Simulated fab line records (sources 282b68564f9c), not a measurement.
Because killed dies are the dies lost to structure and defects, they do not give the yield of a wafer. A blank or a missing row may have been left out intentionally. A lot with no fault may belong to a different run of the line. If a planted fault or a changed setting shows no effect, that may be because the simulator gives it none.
2 desks, one fault || flow ritCmos || each desk has only its own numbers; what lay behind them comes last

== FOR THE TOOL OWNER'S DESK: rieSi-01 ==
The tool's own readings at RIT_GATE_ETCH_19 (etches poly-Si in SF6/CHF3/O2, stops on SiO2, time 165 s, target depth 312.5 nm): means of the sampled wafers that have a number, for each lot that ran on this tool. The brackets show how far a lot's mean lies from the usual mean; more than 4 standard deviations puts the lot out of limits, marked OUT.
Columns: A = drypumpMotorCurrentA at RIT_GATE_ETCH_19, usual 5.8 A; B = oesProductAu at RIT_GATE_ETCH_19, usual 0.851 a.u.; C = throttleValvePct at RIT_GATE_ETCH_19, usual 10.18 %
{"lot": "L596", "first seen here": "day 2 13:21", "A": 5.4, "B": 0.850, "C": 10.34}
{"lot": "L606", "first seen here": "day 4 16:14", "A": 5.5, "B": "0.939 (+7.3) OUT", "C": 10.18}
{"lot": "L608", "first seen here": "day 5 03:14", "A": 5.5, "B": "0.937 (+7.2) OUT", "C": 10.17}
This desk finds L606, L608 out of limits, L606 being first, at day 4 16:14 (oesProductAu at RIT_GATE_ETCH_19). L596: within limits.

== FROM THE METROLOGY DESK ==
What the gauges read for every lot (on any tool): the sampled wafers with a number, averaged. The brackets show how far a lot's mean lies from the usual mean; more than 4 standard deviations puts the lot out of limits, marked OUT.
Columns: A = GATE_OXIDE_THK at RIT_GATE_THK_MEAS_07, usual 2.97 nm; B = GATE_POLY_THK at RIT_GATE_THK_MEAS_09, usual 249.9 nm; C = cdNm at RIT_GATE_CD_MEAS_16, usual 150.4 nm; D = GATE_OVL at RIT_GATE_OVL_MEAS_17, usual -0.1 nm
{"lot": "L596", "first seen here": "day 2 10:19", "A": 2.98, "B": 251.0, "C": 149.4, "D": -0.9}
{"lot": "L599", "first seen here": "day 3 01:18", "A": 2.96, "B": 249.5, "C": 150.6, "D": -0.8}
{"lot": "L606", "first seen here": "day 4 12:24", "A": 2.91, "B": 249.1, "C": 149.2, "D": 0.5}
{"lot": "L608", "first seen here": "day 5 00:07", "A": 3.05, "B": 250.9, "C": 150.7, "D": -0.9}
{"lot": "L611", "first seen here": "day 5 16:13", "A": 2.96, "B": 247.6, "C": 149.9, "D": -1.2}
{"lot": "L615", "first seen here": "day 6 12:02", "A": 2.90, "B": 252.9, "C": 154.6, "D": -0.0}
This desk found nothing out of limits on any of the 6 lots.

== PUT TOGETHER ==
An alarm could have come from the tool owner's desk at day 4 16:14, on L606, L608.
At the metrology desk, nothing out of limits was observed.
The metrology desk has L606, L608 on record, within its limits.
On rieSi-01, each named lot ran RIT_GATE_ETCH_19.

== WHAT HAD BEEN PUT IN BY THE SIMULATOR ==
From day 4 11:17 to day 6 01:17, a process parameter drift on rieSi-01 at RIT_GATE_ETCH_19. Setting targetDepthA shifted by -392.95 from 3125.
Lots struck among those shown: L606, L608.
Hours from the fault's start to each desk's first reading out of limits: the tool owner's desk, 5.
